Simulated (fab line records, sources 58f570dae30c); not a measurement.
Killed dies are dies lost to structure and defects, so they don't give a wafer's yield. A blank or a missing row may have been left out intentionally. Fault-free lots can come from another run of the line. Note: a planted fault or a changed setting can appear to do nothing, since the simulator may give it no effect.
A single fault, viewed from 2 desks -- flow berkeley_cmos170 -- only its own numbers are on each desk; what lay behind them is given at the end

## METROLOGY DESK
What the gauges read, lot by lot, whatever tool the lot ran on: means of the sampled wafers that have a number. If a lot's mean is further than 4 standard deviations from the usual mean, the lot is out of limits and carries the mark OUT (the distance appears in the brackets).
Columns: A = cd_nm at UCB170_NLDD_CD_MEAS_06, usual 1199.6 nm; B = M1_AL_RS at UCB170_M1_RS_MEAS_01, usual 0.0485 ohm/sq; C = M1_AL_THK at UCB170_M1_THK_MEAS_02, usual 591 nm
lot,first seen here,A,B,C
L451,day 7 21:51,1200.4,0.0479,593
L453,day 7 22:25,1199.8,0.0495,584
L452,day 7 22:48,1199.1,0.0485,586
L456,day 8 15:07,1201.4,0.0488,590
L455,day 8 15:40,1199.0,0.0480,593
L454,day 8 15:52,1199.5,0.0488,591
L462,day 10 00:14,1202.1,0.0784 (+62) OUT,434 (-27) OUT
L463,day 10 00:31,1199.3,0.0485,592
L465,day 10 16:50,1199.8,0.0486,588
L466,day 11 04:59,1201.4,0.0488,592
L468,day 11 06:05,1200.8,0.0485,591
L467,day 11 16:31,1198.2,0.0486,593
L472,day 11 16:49,1200.6,0.0482,593
This desk finds L462 out of limits, with the earliest case on L462 at day 10 17:13 (M1_AL_RS at UCB170_M1_RS_MEAS_01). L451, L453, L452, L456, L455, L454, L463, L465, L466, L468, L467, L472: within limits.

## TOOL OWNER'S DESK, pvd_sputter-03
The tool's own readings at UCB170_M1_SPUTTER_00 (material Al, target thk 600 nm, time 80 s): means of the sampled wafers that have a number, for each lot that ran on this tool. If a lot's mean is further than 4 standard deviations from the usual mean, the lot is out of limits and carries the mark OUT (the distance appears in the brackets).
Columns: A = chamber_pressure_pa at UCB170_M1_SPUTTER_00, usual 0.5000 Pa; B = throttle_valve_pct at UCB170_M1_SPUTTER_00, usual 29.7 %
lot,first seen here,A,B
L453,day 8 16:59,0.4999,29.2
L455,day 9 09:44,0.5008,29.2
L462,day 10 17:07,0.5011,28.9
This desk found nothing out of limits on any of the 3 lots.

## TAKEN TOGETHER
An alarm was possible from the metrology desk at day 10 17:13, on L462.
The tool owner's desk saw nothing out of limits.
The tool owner's desk has L462 on record, within its limits.
Every lot named ran UCB170_M1_SPUTTER_00 on pvd_sputter-03.

## WHAT THE SIMULATOR PUT IN
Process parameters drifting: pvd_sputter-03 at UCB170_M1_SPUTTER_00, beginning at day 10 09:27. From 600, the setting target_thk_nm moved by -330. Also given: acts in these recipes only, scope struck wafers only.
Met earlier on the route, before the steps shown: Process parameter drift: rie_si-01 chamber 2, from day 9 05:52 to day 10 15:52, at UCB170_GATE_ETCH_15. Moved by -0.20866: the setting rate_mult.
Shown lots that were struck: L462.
Time in hours between the start of the fault and the first out-of-limits reading at each desk: metrology desk, 8.
